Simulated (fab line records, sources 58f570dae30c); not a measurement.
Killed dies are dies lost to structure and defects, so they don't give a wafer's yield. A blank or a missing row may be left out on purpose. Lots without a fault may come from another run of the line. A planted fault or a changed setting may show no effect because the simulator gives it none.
Which tool did it? | flow berkeley_cmos170 | 14 lots, 42 wafers sampled, at 6 steps of a route of 331

WHAT THE GAUGES READ, wafer by wafer
UCB170_CONTACT_OVL_MEAS_16. Usual: CONTACT_OVL 0 nm, standard deviation 5.4.
lot  | measured     | on         | CONTACT_OVL (nm) | flag
L669 | day 7 03:47  | overlay-01 | -6 7 9           |
L670 | day 7 04:41  | overlay-02 | -4 0 2           |
L668 | day 7 05:43  | overlay-01 | 6 2 6            |
L672 | day 7 17:47  | overlay-02 | 0 0 4            |
L671 | day 8 04:53  | overlay-01 | -2 -5 -7         |
L674 | day 8 05:58  | overlay-02 | 6 2 4            |
L675 | day 8 06:47  | overlay-01 | 0 -4 -6          |
L676 | day 8 15:59  | overlay-01 | -6 -6 -9         |
L678 | day 9 10:07  | overlay-02 | -4 -1 -4         |
L680 | day 9 15:06  | overlay-02 | 4 4 4            |
L685 | day 10 21:07 | overlay-01 | -3 -1 0          |
L686 | day 10 23:03 | overlay-02 | -3 -9 -4         |
L690 | day 11 20:38 | overlay-01 | 10 5 5           |
L691 | day 12 00:39 | overlay-02 | 1 9 6            |

UCB170_CONTACT_CD_MEAS_90: target cd 700 nm. Usual: cd_nm 700.5 nm, standard deviation 1.8.
lot  | measured     | on        | cd_nm (nm)        | flag
L669 | day 7 04:05  | cd_sem-02 | 698.8 701.2 700.0 |
L670 | day 7 05:00  | cd_sem-01 | 697.4 698.6 697.9 |
L668 | day 7 06:02  | cd_sem-02 | 701.2 699.3 700.3 |
L672 | day 7 18:05  | cd_sem-02 | 699.8 699.1 698.9 |
L671 | day 8 05:12  | cd_sem-02 | 701.0 701.0 699.0 |
L674 | day 8 06:16  | cd_sem-02 | 702.1 701.3 701.9 |
L675 | day 8 07:05  | cd_sem-01 | 701.6 699.0 699.8 |
L676 | day 8 16:21  | cd_sem-01 | 701.2 701.1 702.6 |
L678 | day 9 10:26  | cd_sem-01 | 701.4 704.3 703.3 |
L680 | day 9 15:24  | cd_sem-02 | 701.7 700.3 700.7 |
L685 | day 10 21:26 | cd_sem-01 | 701.3 701.4 700.9 |
L686 | day 10 23:22 | cd_sem-01 | 700.0 701.4 699.9 |
L690 | day 11 20:58 | cd_sem-01 | 701.9 702.9 701.7 |
L691 | day 12 00:58 | cd_sem-01 | 698.2 698.8 698.7 |

UCB170_M2_RS_MEAS_02: measures by four-point-probe. Usual: M2_AL_RS 0.0320 ohm/sq, standard deviation 0.00036.
lot  | measured     | on            | M2_AL_RS (ohm/sq)    | flag
L669 | day 7 14:19  | film_metro-02 | 0.0319 0.0321 0.0320 |
L670 | day 7 14:31  | film_metro-03 | 0.0317 0.0315 0.0318 |
L668 | day 7 14:43  | film_metro-04 | 0.0322 0.0323 0.0322 |
L672 | day 8 06:38  | film_metro-04 | 0.0319 0.0320 0.0323 |
L671 | day 8 16:56  | film_metro-02 | 0.0323 0.0321 0.0322 |
L674 | day 8 16:43  | film_metro-04 | 0.0325 0.0320 0.0318 |
L675 | day 8 17:06  | film_metro-04 | 0.0317 0.0322 0.0321 |
L676 | day 9 01:58  | film_metro-02 | 0.0323 0.0321 0.0314 |
L678 | day 9 18:05  | film_metro-02 | 0.0323 0.0322 0.0323 |
L680 | day 10 02:23 | film_metro-04 | 0.0320 0.0321 0.0320 |
L685 | day 11 07:12 | film_metro-03 | - - -                | OFF
L686 | day 11 07:07 | film_metro-04 | - - -                | OFF
L690 | day 12 08:24 | film_metro-02 | 0.0318 0.0318 0.0320 |
L691 | day 12 08:40 | film_metro-03 | 0.0325 0.0324 0.0324 |

UCB170_M2_THK_MEAS_03: measures by xrf. Usual: M2_AL_THK 889 nm, standard deviation 11.
lot  | measured     | on            | M2_AL_THK (nm) | flag
L669 | day 7 14:26  | film_metro-02 | 894 888 902    |
L670 | day 7 14:37  | film_metro-03 | 901 902 899    |
L668 | day 7 14:50  | film_metro-04 | 880 880 888    |
L672 | day 8 06:45  | film_metro-04 | 892 892 881    |
L671 | day 8 17:03  | film_metro-02 | 886 884 886    |
L674 | day 8 16:50  | film_metro-04 | 879 885 899    |
L675 | day 8 17:13  | film_metro-04 | 897 883 886    |
L676 | day 9 02:04  | film_metro-02 | 874 887 901    |
L678 | day 9 18:11  | film_metro-02 | 878 882 877    |
L680 | day 10 02:30 | film_metro-04 | 891 885 888    |
L685 | day 11 07:19 | film_metro-03 | <0 <0 <0       | OFF
L686 | day 11 07:14 | film_metro-04 | <1 <1 <1       | OFF
L690 | day 12 08:31 | film_metro-02 | 893 893 889    |
L691 | day 12 08:47 | film_metro-03 | 877 880 876    |

UCB170_M2_CD_MEAS_15: target cd 700 nm. Usual: cd_nm 699.6 nm, standard deviation 1.5.
lot  | measured     | on        | cd_nm (nm)        | flag
L669 | day 7 16:16  | cd_sem-01 | 700.5 700.3 700.6 |
L670 | day 7 16:31  | cd_sem-02 | 697.2 696.9 698.1 |
L668 | day 7 16:46  | cd_sem-01 | 701.5 702.1 702.0 |
L672 | day 8 08:38  | cd_sem-01 | 698.0 698.0 698.3 |
L671 | day 8 19:44  | cd_sem-02 | 700.0 700.5 699.0 |
L674 | day 8 19:15  | cd_sem-01 | 697.6 697.7 695.4 |
L675 | day 8 20:16  | cd_sem-02 | 699.6 699.0 699.6 |
L676 | day 9 04:11  | cd_sem-01 | 697.3 698.1 697.1 |
L678 | day 9 20:10  | cd_sem-02 | 700.8 699.2 699.1 |
L680 | day 10 04:55 | cd_sem-02 | 699.5 701.1 700.7 |
L685 | day 11 12:23 | cd_sem-02 | 699.2 700.5 699.5 |
L686 | day 11 12:06 | cd_sem-02 | 700.4 701.0 701.8 |
L690 | day 12 10:33 | cd_sem-02 | 697.7 699.4 698.4 |
L691 | day 12 10:44 | cd_sem-01 | 700.1 700.8 700.4 |

WHICH TOOL RAN EACH LOT (tool, then ch and the chambers of the sampled wafers, then the start)
lot  | UCB170_M2_SPUTTER_01
L669 | pvd_sputter-04, day 7 14:14
L670 | pvd_sputter-03, day 7 14:25
L668 | pvd_sputter-02, day 7 14:37
L672 | pvd_sputter-04, day 8 06:33
L671 | pvd_sputter-04, day 8 16:50
L674 | pvd_sputter-02, day 8 16:38
L675 | pvd_sputter-03, day 8 17:00
L676 | pvd_sputter-02, day 9 01:52
L678 | pvd_sputter-04, day 9 17:59
L680 | pvd_sputter-03, day 10 02:17
L685 | pvd_sputter-03, day 11 07:06
L686 | pvd_sputter-02, day 11 07:01
L690 | pvd_sputter-04, day 12 08:18
L691 | pvd_sputter-03, day 12 08:31
- UCB170_M2_SPUTTER_01: material Al, target thk 900 nm, time 120 s.

WHAT THE TOOLS THEMSELVES READ (means of the sampled wafers that have a number; where no wafer has one, the mark that the record gives instead)
UCB170_M2_SPUTTER_01. Usual: cathode_dc_power_W 6000.1 W, standard deviation 0.93; chamber_pressure_pa 0.5000 Pa, standard deviation 0.00087; throttle_valve_pct 30.2 %, standard deviation 0.97.
lot  | tool           | cathode_dc_power_W (W) | chamber_pressure_pa (Pa) | throttle_valve_pct (%) | flag
L669 | pvd_sputter-04 | 6000.2                 | 0.5007                   | 30.4                   |
L670 | pvd_sputter-03 | 6000.0                 | 0.5011                   | 30.3                   |
L668 | pvd_sputter-02 | 5999.7                 | 0.4992                   | 30.7                   |
L672 | pvd_sputter-04 | 6000.4                 | 0.5003                   | 30.0                   |
L671 | pvd_sputter-04 | 5998.7                 | 0.4994                   | 30.2                   |
L674 | pvd_sputter-02 | 6000.4                 | 0.5008                   | 29.7                   |
L675 | pvd_sputter-03 | 6000.0                 | 0.5007                   | 30.9                   |
L676 | pvd_sputter-02 | 6000.6                 | 0.4994                   | 30.1                   |
L678 | pvd_sputter-04 | 6000.4                 | 0.5004                   | 30.8                   |
L680 | pvd_sputter-03 | 6000.2                 | 0.4992                   | 30.8                   |
L685 | pvd_sputter-03 | -                      | -                        | -                      | OFF
L686 | pvd_sputter-02 | -                      | -                        | -                      | OFF
L690 | pvd_sputter-04 | 6000.7                 | 0.5004                   | 29.9                   |
L691 | pvd_sputter-03 | 6000.6                 | 0.4999                   | 30.4                   |

THE ANSWER, worked out from the rows above alone
Rule: a lot is off if the mean of its wafers that have a number lies more than 3 standard deviations from the usual mean. A lot without any number at a reading at which 4 lots or more have one is off too. The other lots that the step has rows for count as sound. The gauges are gone through in route order, then the tools' own readings, and for those a lot's mean is taken as printed above. The first step at which some lot is off is used, and at that step the reading that is off furthest; a lot without a number counts as furthest.
Off: L685, L686, at UCB170_M2_RS_MEAS_02 (M2_AL_RS). Without a number there: L685, L686.
A tool fits if, at a process step before that reading, it ran every lot that is off, and no sound lot after the first of them. The gauges at UCB170_M2_RS_MEAS_02 aren't tried: what is off there is off at UCB170_M2_SPUTTER_01 too, on other tools, and a gauge's error can't cause that. None of those tried fits.

WHAT THE SIMULATOR HAD PUT IN
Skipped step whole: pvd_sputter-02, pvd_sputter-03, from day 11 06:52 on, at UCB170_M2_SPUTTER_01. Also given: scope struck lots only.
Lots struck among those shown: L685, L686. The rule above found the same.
